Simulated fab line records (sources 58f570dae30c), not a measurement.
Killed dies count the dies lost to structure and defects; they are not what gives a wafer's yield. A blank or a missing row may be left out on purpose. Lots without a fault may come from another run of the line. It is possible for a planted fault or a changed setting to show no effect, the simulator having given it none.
Matching of chambers + flow berkeley cmos170 + UCB170_V2_CMP_02 on cmp-02 has 4 sister chambers
The step polishes SiO2. 8 wafers are shown with their chamber, then 7 later ones without.

## EACH WAFER AND ITS CHAMBER
| wafer  | chamber | motor current A (A) | edge zone pressure frac |
|--------|---------|---------------------|-------------------------|
| L682.3 | 1       | 14.1                | 0.999                   |
| L686.1 | 3       | 14.2                | 0.997                   |
| L686.4 | 1       | 13.7                | 0.994                   |
| L697.3 | 0       | 15.6                | 1.001                   |
| L697.4 | 2       | 14.7                | 1.002                   |
| L697.5 | 0       | 15.6                | 1.008                   |
| L698.2 | 3       | 14.8                | 1.009                   |
| L698.3 | 2       | 13.8                | 1.003                   |

## WAFERS WHOSE CHAMBER IS MISSING
| wafer  | motor current A (A) | edge zone pressure frac |
|--------|---------------------|-------------------------|
| L698.5 | 13.4                | 0.993                   |
| L700.4 | 16.3                | 0.998                   |
| L700.5 | 15.5                | 1.003                   |
| L700.6 | 14.1                | 1.006                   |
| L699.1 | 14.3                | 0.988                   |
| L699.5 | 13.8                | 1.006                   |
| L699.6 | 14.5                | 1.003                   |

## WHICH CHAMBER EACH ONE RAN IN
| wafer  | from the rows above          | in truth |
|--------|------------------------------|----------|
| L698.5 | can't be placed: 1 or 2 or 3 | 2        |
| L700.4 | 0                            | 0        |
| L700.5 | 0                            | 0        |
| L700.6 | can't be placed: 2 or 3 or 1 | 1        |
| L699.1 | can't be placed: 1 or 2 or 3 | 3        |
| L699.5 | can't be placed: 2 or 3 or 1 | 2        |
| L699.6 | can't be placed: 3 or 2 or 1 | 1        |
2 of 7 placed correctly. Not placeable from these rows: 5 (in 5, the candidates include the true chamber). Wrongly placed: 0.
How it was worked out, from the rows above alone: a wafer's distance from a chamber is the root of the sum, over the readings, of the square of ((its reading less the chamber's mean) divided by the reading's scatter). If the next closest chamber is less than 2 further off than the closest, the wafer can't be placed; otherwise it belongs to the closest. For every chamber, the mean is computed from those of its wafers that are shown. The scatter: take each reading less its chamber's mean, square it, sum over the shown wafers, divide by the number of wafers less the number of chambers, and take the root.
